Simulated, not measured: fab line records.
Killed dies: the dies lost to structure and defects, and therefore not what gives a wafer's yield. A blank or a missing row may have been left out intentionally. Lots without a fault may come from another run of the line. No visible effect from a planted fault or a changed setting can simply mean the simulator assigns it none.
Which tool is to blame? | flow rit-cmos | Sampling: 14 lots, 42 wafers, 2 of 202 route steps

== WHAT THE GAUGES SHOWED, per wafer ==
No reading from a measuring or inspecting step in the record can be judged against a usual standard deviation.

== EACH LOT AND THE TOOL THAT RAN IT (in order: tool; ch and the chambers of the sampled wafers; start) ==
lot  | RIT_FOX2_WET_ETCH_03           | RIT_M1_PROBE_99
L399 | wet-bench-04 ch 2, day 1 19:26 | -
L400 | wet-bench-03 ch 1, day 2 01:05 | -
L401 | wet-bench-02 ch 2, day 2 06:58 | -
L403 | wet-bench-04 ch 3, day 2 16:38 | -
L405 | wet-bench-04 ch 3, day 3 07:22 | -
L407 | wet-bench-03 ch 1, day 3 12:27 | -
L409 | wet-bench-03 ch 0, day 4 00:05 | -
L410 | wet-bench-03 ch 2, day 4 03:37 | -
L411 | wet-bench-03 ch 0, day 4 08:19 | -
L412 | wet-bench-04 ch 0, day 4 16:29 | -
L415 | wet-bench-02 ch 1, day 5 04:58 | prober-01, day 6 22:13
L416 | wet-bench-04 ch 2, day 5 08:35 | prober-02, day 6 23:46
L418 | wet-bench-02 ch 0, day 5 20:09 | -
L422 | wet-bench-03 ch 2, day 6 15:36 | -
- RIT_FOX2_WET_ETCH_03: etches Si3N4 in H3PO4, target depth 195 nm, time 2700 s.
- RIT_M1_PROBE_99

== AS READ BY THE TOOLS THEMSELVES (means over the sampled wafers that have a number; for cases with no such wafer, the mark the record gives instead) ==
RIT_FOX2_WET_ETCH_03.
lot  | tool         | bath-guard-temp-C (C) | bath-heat-duty-pct (%)
L399 | wet-bench-04 | 165.6                 | 30.7
L400 | wet-bench-03 | 165.6                 | 24.7
L401 | wet-bench-02 | 165.8                 | 29.5
L403 | wet-bench-04 | 165.0                 | 25.8
L405 | wet-bench-04 | 165.0                 | 24.1
L407 | wet-bench-03 | 165.5                 | 24.7
L409 | wet-bench-03 | 165.6                 | 30.3
L410 | wet-bench-03 | 164.9                 | 28.2
L411 | wet-bench-03 | 165.5                 | 28.2
L412 | wet-bench-04 | 165.1                 | 30.1
L415 | wet-bench-02 | -                     | -
L416 | wet-bench-04 | -                     | -
L418 | wet-bench-02 | 164.5                 | 28.3
L422 | wet-bench-03 | 165.0                 | 28.8

RIT_M1_PROBE_99.
lot  | tool      | killed-at-contacts | killed-at-front-end | killed-dies | killed-on-rim | killed-open | killed-short
L415 | prober-01 | 0.0                | 264                 | 264         | 70.0          | 4.7         | 3.7
L416 | prober-02 | 0.0                | 264                 | 264         | 70.0          | 3.7         | 5.0

== THE ANSWER, worked out from the rows above alone ==
Rule: what is usual is taken from the lots themselves. The widest of any qualifying gaps counts: lots, ordered by their means at a reading, are off when they make up no more than a third of the lots, leave a main group of 4 or more, and stand apart from it by 3 or more times the standard deviation of that group's means. The tables above print the reading to a certain number of digits; a main group whose means all agree to those digits is not used. A lot without any number at a reading at which 4 lots or more have one is off too. Any other lot the step has rows for is counted as sound. First the gauges in route order, then the tools' own readings, where a lot's mean is used as printed above. At the first step where some lot is off, the reading lying furthest off is the one used; lots without a number count as furthest.
Off: L415, L416 (RIT_FOX2_WET_ETCH_03, bath-guard-temp-C). Without a number there: L415, L416. Mean 165.3 C and standard deviation 0.38 in the main group.
If a tool, at that step or one of the process steps before it, ran each lot that is off and ran no sound lot following the first of them, it fits. None of those tried fits.

== WHAT THE SIMULATOR HAD PUT IN ==
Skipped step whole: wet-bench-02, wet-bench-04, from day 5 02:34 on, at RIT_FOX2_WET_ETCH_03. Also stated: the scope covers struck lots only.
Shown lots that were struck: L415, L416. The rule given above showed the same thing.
